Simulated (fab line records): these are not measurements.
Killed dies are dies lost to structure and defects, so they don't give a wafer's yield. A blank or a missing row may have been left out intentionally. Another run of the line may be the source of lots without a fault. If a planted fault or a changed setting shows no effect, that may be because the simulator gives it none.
Struck lot and sound lot, side by side || flow berkeleyCmos170 || 17 out of 331 route steps
Sound: these wafers, L815.2, L815.4, L815.6. The struck wafers were L825.1, L825.2, L825.4. Last of all comes the cause.
Order at every step that has rows: each side's tool, ch and its chambers, its first start. Under that, the readings that differ: sound wafers || struck wafers || difference of the means || sigmas: that difference in standard deviations of wafers without a fault.
alike: a reading whose means differ by less than 2 such deviations, as well as words and numbers matching on both sides. not compared: withheld readings; readings where some wafer has no value; bounds like >300 that might hide an equal value; numbers whose values overlap and for which the record gives no deviation.
The two part at a step that has a row with sigmas, a row that says differs or no value, or rows on one side only. Numbers that have no deviation but don't overlap get no sigmas and don't part them. A reading missing from all wafers of one side parts the sides only when that side holds two or more wafers.

UCB170_SACOX_THK_MEAS_02:
  sound on filmMetro-01 at day 6 02:14; struck on filmMetro-03 at day 8 12:50
  alike: SACOX_OXIDE_THK
then, 2 steps without rows for these wafers: UCB170_SCREENOX_WET_ETCH_00 (etches SiO2 in dHF, time 200 s); UCB170_SCREENOX_OXIDATION_01 (target thk 14.4 nm, ox time 2400 s).
UCB170_SCREENOX_THK_MEAS_02:
  sound on filmMetro-02 at day 6 06:46; struck on filmMetro-02 at day 8 19:59
  alike: SCREENOX_OXIDE_THK
then, 7 steps without rows for these wafers: UCB170_SCREENOX_ANNEAL_03 (time 900 s); UCB170_NVT_HMDS_00 (prime time 60 s); UCB170_NVT_COAT_01 (resist thk 900 nm); UCB170_NVT_SOFTBAKE_02 (time 60 s); UCB170_NVT_EXPOSE_03 (exposes mask PWELL, target cd 3000 nm); UCB170_NVT_PEB_04; UCB170_NVT_DEVELOP_05 (develop time 45 s).
UCB170_NVT_OVL_MEAS_06:
  sound on overlay-02 at day 6 14:27; struck on overlay-02 at day 9 03:49
  alike: NVT_OVL
UCB170_NVT_IMPLANT_07:
  sound on implanter-04 ch 0, day 6 14:31; struck on implanter-04 ch 0, day 9 03:51
{"reading": "beamEnergyKeV", "sound": "50.021 49.994 50.019", "struck": "60.996 61.016 60.987", "difference": "+10.988", "sigmas": "+99 or more"}
{"reading": "model.implant.rpNm (nm)", "sound": "37.38 37.38 37.38", "struck": "43.66 43.66 43.66", "difference": "+6.28", "sigmas": ""}
{"reading": "model.implant.drpNm (nm)", "sound": "18.57 18.57 18.57", "struck": "21.49 21.49 21.49", "difference": "+2.92", "sigmas": ""}
UCB170_NVT_STRIP_08: strips in O2.
  sound on plasmaAsher-02 ch 0,1, day 6 14:38; struck on plasmaAsher-02 ch 0,1, day 9 04:00
  alike: chamberPressureMTorr, drypumpMotorCurrentA, oesProductAu, stripTimeToEndpointS
  not compared: rfHoursCounterH
UCB170_NVT_TW_MEAS_09:
  sound on filmMetro-01 at day 6 14:44; struck on filmMetro-01 at day 9 04:06
{"reading": "NVT_TW", "sound": "517 519 519", "struck": "539 542 542", "difference": "+23", "sigmas": "+4"}
then, 1 step without rows for these wafers: UCB170_NVT_CLEAN_10 (cleans in SPM, time 600 s).
-- the record jumps here: 2 days lie between the struck wafers' starts before and after (it left off in module NVT and takes up again in module M3, whose first step shown is number 331 of the route) --
UCB170_M3_PROBE_99:
  sound on prober-02 at day 9 05:21; struck on prober-01 at day 11 09:01
{"reading": "model.etest.nmos_0p35.bodyRiseV (V)", "sound": "0.3284 0.3269 0.3196", "struck": "0.3369 0.3321 0.3334", "difference": "+0.0092", "sigmas": ""}
  not compared: model.etest.nmos_0p35.swingMvDec

WHERE THEY PART
Earliest at UCB170_NVT_IMPLANT_07; latest, in this record, at UCB170_NVT_TW_MEAS_09.

WHY: what the simulator had put in
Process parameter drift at UCB170_NVT_IMPLANT_07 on implanter-04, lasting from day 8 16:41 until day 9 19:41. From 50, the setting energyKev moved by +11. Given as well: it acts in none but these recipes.
